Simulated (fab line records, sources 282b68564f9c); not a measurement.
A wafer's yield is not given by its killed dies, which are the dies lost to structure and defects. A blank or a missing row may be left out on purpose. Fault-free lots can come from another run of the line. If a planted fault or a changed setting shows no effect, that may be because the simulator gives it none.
A lot that was struck, set against a sound lot / flow rit cmos / 17 steps out of a route of 202
Sound: wafers L975.1, L975.3, L975.4. Wafers struck: L984.1, L984.4, L984.6. Last of all comes the cause.
Order at every step that has rows: each side's tool, ch and its chambers, its first start. Under that, the readings that differ: sound wafers / struck wafers / difference of the means / sigmas: that difference in standard deviations of wafers without a fault.
alike: words and numbers the same on both sides, and readings whose means are apart by under 2 such deviations; not compared: readings that were withheld, readings missing a value for some wafer, numbers with overlapping values and no deviation given by the record, and bounds like >300 which may hide the same value.
Wherever a step has rows on one side only, a row that says differs or no value, or a row with sigmas, the two part there. When numbers do not overlap yet have no deviation, they are printed without sigmas and do not part them. A reading that every wafer of one side lacks parts them only if that side has two wafers or more.

first, 2 steps without rows for these wafers: RIT_NRETRO_HARDBAKE_07 (time 120 s); RIT_NRETRO_IMPLANT_08.
RIT_NRETRO_STRIP_09: strips in O2, time 180 s.
  sound on plasma asher-04 ch 0,1, day 3 17:09; struck on plasma asher-01 ch 0, day 5 13:23
  alike: drypump motor current A
  not compared: rf hours counter h
RIT_NRETRO_TW_MEAS_10:
  sound on film metro-01, day 3 17:20; struck on film metro-02, day 5 13:33
  alike: NRETRO_TW
then, 6 steps without rows for these wafers: RIT_PRETRO_HMDS_00 (prime time 60 s); RIT_PRETRO_COAT_01 (resist thk 1300 nm); RIT_PRETRO_SOFTBAKE_02 (time 60 s); RIT_PRETRO_EXPOSE_03 (exposes mask M5, target cd 43700 nm); RIT_PRETRO_PEB_04; RIT_PRETRO_DEVELOP_05 (develop time 68 s).
RIT_PRETRO_OVL_MEAS_06:
  sound on overlay-01, day 3 18:23; struck on overlay-01, day 5 14:37
  alike: PRETRO_OVL
then, 1 step without rows for these wafers: RIT_PRETRO_HARDBAKE_07 (time 120 s).
RIT_PRETRO_IMPLANT_08:
  sound on implanter-02 ch 0, day 3 18:41; struck on implanter-02 ch 0, day 5 14:54
reading=dose ions cm2; sound=1.2019e+13 1.2005e+13 1.1989e+13; struck=1.1298e+13 1.1314e+13 1.1322e+13; difference=-6.9300e+11; sigmas=-50
RIT_PRETRO_STRIP_09: strips in O2, time 180 s.
  sound on plasma asher-04 ch 0,1, day 3 18:50; struck on plasma asher-02 ch 0,1, day 5 15:03
  alike: drypump motor current A
  not compared: rf hours counter h
RIT_PRETRO_TW_MEAS_10:
  sound on film metro-04, day 3 19:00; struck on film metro-04, day 5 15:14
reading=PRETRO_TW; sound=472 473 473; struck=464 465 463; difference=-9; sigmas=-3
then, 1 step without rows for these wafers: RIT_GATE_WET_ETCH_00 (etches SiO2 in BOE, target depth 56 nm, time 60 s).
RIT_M1_PROBE_99:
  sound on prober-01, day 4 20:53; struck on prober-02, day 6 17:55
  alike: killed at contacts, killed at front end, killed dies, killed open, killed short

WHERE THEY PART
Last at RIT_PRETRO_TW_MEAS_10 as far as this record goes, first at RIT_PRETRO_IMPLANT_08. Later steps at which nothing parts them and some readings are alike: RIT_M1_PROBE_99.

WHY: the cause the simulator had injected
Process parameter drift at RIT_PRETRO_IMPLANT_08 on implanter-02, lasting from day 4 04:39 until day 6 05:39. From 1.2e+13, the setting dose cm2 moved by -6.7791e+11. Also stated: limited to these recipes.
